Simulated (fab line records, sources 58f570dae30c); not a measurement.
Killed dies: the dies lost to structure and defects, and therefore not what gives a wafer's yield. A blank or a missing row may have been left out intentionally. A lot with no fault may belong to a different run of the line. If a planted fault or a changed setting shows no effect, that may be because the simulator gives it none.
What tool caused it? || flow berkeley cmos170 || 14 lots with 42 wafers sampled at 4 steps, on a route of 331 steps

WHAT EACH GAUGE READ, for each wafer
UCB170_NWELL_OVL_MEAS_12.
{"lot": "L666", "measured": "day 3 08:47", "on": "overlay-01", "NWELL_OVL (nm)": "-11 -6 -8"}
{"lot": "L667", "measured": "day 3 09:03", "on": "overlay-01", "NWELL_OVL (nm)": "11 3 5"}
{"lot": "L668", "measured": "day 3 17:28", "on": "overlay-02", "NWELL_OVL (nm)": "-3 -2 -1"}
{"lot": "L670", "measured": "day 4 04:51", "on": "overlay-01", "NWELL_OVL (nm)": "6 4 5"}
{"lot": "L674", "measured": "day 4 18:41", "on": "overlay-02", "NWELL_OVL (nm)": "-11 -5 -1"}
{"lot": "L676", "measured": "day 5 08:46", "on": "overlay-01", "NWELL_OVL (nm)": "-1 6 8"}
{"lot": "L677", "measured": "day 5 08:51", "on": "overlay-02", "NWELL_OVL (nm)": "-2 0 0"}
{"lot": "L680", "measured": "day 5 19:22", "on": "overlay-01", "NWELL_OVL (nm)": "4 1 1"}
{"lot": "L678", "measured": "day 5 19:49", "on": "overlay-01", "NWELL_OVL (nm)": "15 12 15"}
{"lot": "L681", "measured": "day 6 05:59", "on": "overlay-01", "NWELL_OVL (nm)": "9 6 4"}
{"lot": "L683", "measured": "day 6 13:13", "on": "overlay-02", "NWELL_OVL (nm)": "-3 -3 0"}
{"lot": "L684", "measured": "day 6 23:56", "on": "overlay-01", "NWELL_OVL (nm)": "-3 -5 -1"}
{"lot": "L685", "measured": "day 7 00:13", "on": "overlay-02", "NWELL_OVL (nm)": "-1 -2 -5"}
{"lot": "L686", "measured": "day 7 09:07", "on": "overlay-02", "NWELL_OVL (nm)": "1 -4 -6"}

UCB170_NSD_TW_MEAS_10.
{"lot": "L666", "measured": "day 8 20:15", "on": "film metro-02", "NSD_TW": "4149 4152 4171"}
{"lot": "L667", "measured": "day 8 20:34", "on": "film metro-01", "NSD_TW": "4186 4199 4179"}
{"lot": "L668", "measured": "day 9 11:37", "on": "film metro-04", "NSD_TW": "4202 4176 4216"}
{"lot": "L670", "measured": "day 9 10:51", "on": "film metro-01", "NSD_TW": "4193 4217 4197"}
{"lot": "L674", "measured": "day 11 01:52", "on": "film metro-01", "NSD_TW": "4238 4229 4229"}
{"lot": "L676", "measured": "day 11 07:53", "on": "film metro-02", "NSD_TW": "4150 4180 4164"}
{"lot": "L677", "measured": "day 11 02:07", "on": "film metro-01", "NSD_TW": "4260 4236 4243"}
{"lot": "L680", "measured": "day 12 05:22", "on": "film metro-02", "NSD_TW": "4131 4134 4146"}
{"lot": "L678", "measured": "day 12 05:53", "on": "film metro-02", "NSD_TW": "4097 4136 4137"}
{"lot": "L681", "measured": "day 12 05:37", "on": "film metro-01", "NSD_TW": "4189 4204 4200"}
{"lot": "L683", "measured": "day 12 07:34", "on": "film metro-04", "NSD_TW": "4152 4185 4171"}
{"lot": "L684", "measured": "day 13 22:52", "on": "film metro-02", "NSD_TW": "4092 4088 4084"}
{"lot": "L685", "measured": "day 13 22:58", "on": "film metro-01", "NSD_TW": "4209 4200 4203"}
{"lot": "L686", "measured": "day 14 06:43", "on": "film metro-04", "NSD_TW": "4209 4192 4195"}

UCB170_V2_THK_MEAS_01.
{"lot": "L666", "measured": "day 9 12:54", "on": "film metro-01", "V2_TEOS_THK (nm)": "1997 2022 2021"}
{"lot": "L667", "measured": "day 9 16:52", "on": "film metro-03", "V2_TEOS_THK (nm)": "1988 2058 1993"}
{"lot": "L668", "measured": "day 10 06:44", "on": "film metro-01", "V2_TEOS_THK (nm)": "1964 2029 2015"}
{"lot": "L670", "measured": "day 10 06:58", "on": "film metro-02", "V2_TEOS_THK (nm)": "1969 1989 2043"}
{"lot": "L674", "measured": "day 11 19:28", "on": "film metro-02", "V2_TEOS_THK (nm)": "2006 2035 2008"}
{"lot": "L676", "measured": "day 12 06:58", "on": "film metro-03", "V2_TEOS_THK (nm)": "1965 1975 1996"}
{"lot": "L677", "measured": "day 11 19:43", "on": "film metro-01", "V2_TEOS_THK (nm)": "2020 2013 2011"}
{"lot": "L680", "measured": "day 13 12:59", "on": "film metro-01", "V2_TEOS_THK (nm)": "1959 1959 2005"}
{"lot": "L678", "measured": "day 13 19:14", "on": "film metro-01", "V2_TEOS_THK (nm)": "1968 1951 2017"}
{"lot": "L681", "measured": "day 13 18:43", "on": "film metro-03", "V2_TEOS_THK (nm)": "1997 1994 2028"}
{"lot": "L683", "measured": "day 13 19:52", "on": "film metro-03", "V2_TEOS_THK (nm)": "1966 1982 2007"}
{"lot": "L684", "measured": "day 14 17:26", "on": "film metro-02", "V2_TEOS_THK (nm)": "1994 1992 1982"}
{"lot": "L685", "measured": "day 14 18:11", "on": "film metro-03", "V2_TEOS_THK (nm)": "1971 2019 2013"}
{"lot": "L686", "measured": "day 15 06:41", "on": "film metro-02", "V2_TEOS_THK (nm)": "1981 2015 1990"}

TOOL THAT RAN EACH LOT (tool first, then ch and the chambers of the sampled wafers, then the start)
{"lot": "L666", "UCB170_PSD_EXPOSE_03": "krf scanner-02 ch 0, day 8 17:21"}
{"lot": "L667", "UCB170_PSD_EXPOSE_03": "krf scanner-01 ch 0, day 8 17:37"}
{"lot": "L668", "UCB170_PSD_EXPOSE_03": "krf scanner-02 ch 0, day 9 08:53"}
{"lot": "L670", "UCB170_PSD_EXPOSE_03": "krf scanner-01 ch 0, day 9 08:31"}
{"lot": "L674", "UCB170_PSD_EXPOSE_03": "krf scanner-02, day 10 23:25"}
{"lot": "L676", "UCB170_PSD_EXPOSE_03": "krf scanner-02, day 11 05:28"}
{"lot": "L677", "UCB170_PSD_EXPOSE_03": "krf scanner-01 ch 0, day 10 23:38"}
{"lot": "L680", "UCB170_PSD_EXPOSE_03": "krf scanner-01 ch 0, day 12 01:27"}
{"lot": "L678", "UCB170_PSD_EXPOSE_03": "krf scanner-01 ch 0, day 12 02:03"}
{"lot": "L681", "UCB170_PSD_EXPOSE_03": "krf scanner-02 ch 0, day 12 01:41"}
{"lot": "L683", "UCB170_PSD_EXPOSE_03": "krf scanner-01 ch 0, day 12 04:16"}
{"lot": "L684", "UCB170_PSD_EXPOSE_03": "krf scanner-02 ch 0, day 13 18:24"}
{"lot": "L685", "UCB170_PSD_EXPOSE_03": "krf scanner-01 ch 0, day 13 18:47"}
{"lot": "L686", "UCB170_PSD_EXPOSE_03": "krf scanner-02 ch 0, day 14 03:41"}
- UCB170_PSD_EXPOSE_03: exposes mask PSELECT MOD, target cd 1200 nm.

WHAT THE TOOLS THEMSELVES READ (means of the sampled wafers that have a number; where no wafer has one, the mark that the record gives instead)
UCB170_PSD_EXPOSE_03.
{"lot": "L666", "tool": "krf scanner-02", "exposure dose mJ cm2": 30.00, "focus offset nm (nm)": 0.0, "stage vel mm s (mm/s)": 499.79}
{"lot": "L667", "tool": "krf scanner-01", "exposure dose mJ cm2": 30.03, "focus offset nm (nm)": 0.3, "stage vel mm s (mm/s)": 499.98}
{"lot": "L668", "tool": "krf scanner-02", "exposure dose mJ cm2": 29.98, "focus offset nm (nm)": -0.0, "stage vel mm s (mm/s)": 499.96}
{"lot": "L670", "tool": "krf scanner-01", "exposure dose mJ cm2": 29.97, "focus offset nm (nm)": 0.0, "stage vel mm s (mm/s)": 499.86}
{"lot": "L674", "tool": "krf scanner-02", "exposure dose mJ cm2": "-", "focus offset nm (nm)": "-", "stage vel mm s (mm/s)": "-"}
{"lot": "L676", "tool": "krf scanner-02", "exposure dose mJ cm2": "-", "focus offset nm (nm)": "-", "stage vel mm s (mm/s)": "-"}
{"lot": "L677", "tool": "krf scanner-01", "exposure dose mJ cm2": 30.02, "focus offset nm (nm)": 0.2, "stage vel mm s (mm/s)": 500.21}
{"lot": "L680", "tool": "krf scanner-01", "exposure dose mJ cm2": 30.05, "focus offset nm (nm)": 0.1, "stage vel mm s (mm/s)": 500.02}
{"lot": "L678", "tool": "krf scanner-01", "exposure dose mJ cm2": 30.01, "focus offset nm (nm)": 0.1, "stage vel mm s (mm/s)": 500.06}
{"lot": "L681", "tool": "krf scanner-02", "exposure dose mJ cm2": 29.96, "focus offset nm (nm)": -0.7, "stage vel mm s (mm/s)": 499.83}
{"lot": "L683", "tool": "krf scanner-01", "exposure dose mJ cm2": 30.03, "focus offset nm (nm)": 0.0, "stage vel mm s (mm/s)": 499.77}
{"lot": "L684", "tool": "krf scanner-02", "exposure dose mJ cm2": 30.02, "focus offset nm (nm)": 0.2, "stage vel mm s (mm/s)": 500.20}
{"lot": "L685", "tool": "krf scanner-01", "exposure dose mJ cm2": 30.00, "focus offset nm (nm)": 0.2, "stage vel mm s (mm/s)": 500.28}
{"lot": "L686", "tool": "krf scanner-02", "exposure dose mJ cm2": 29.98, "focus offset nm (nm)": -0.2, "stage vel mm s (mm/s)": 500.05}

THE ANSWER, worked out from the rows above alone
Rule: what is usual is taken from the lots themselves. Put in order of their means at a reading, lots are off if they are a third of the lots or fewer, leave a main group of 4 or more, and stand apart from it by a gap of 3 or more times the standard deviation of the main group's means; of several such gaps the widest counts. A main group whose means are all the same, to the digits that the tables above print for the reading, isn't used. A lot without any number at a reading at which 4 lots or more have one is off too. The other lots that the step has rows for count as sound. After the gauges, taken in route order, come the tools' own readings; for these a lot's mean is taken, as printed above. At the first step where some lot is off, the reading lying furthest off is the one used; lots without a number count as furthest.
Off at UCB170_PSD_EXPOSE_03 (exposure dose mJ cm2): L674, L676. Without a number there: L674, L676. Main group: mean 30.00, sd 0.026.
A tool fits if, at that step or a process step before it, it ran every lot that is off, and no sound lot after the first of them. No candidate that was tried fits.

WHAT THE SIMULATOR PUT IN
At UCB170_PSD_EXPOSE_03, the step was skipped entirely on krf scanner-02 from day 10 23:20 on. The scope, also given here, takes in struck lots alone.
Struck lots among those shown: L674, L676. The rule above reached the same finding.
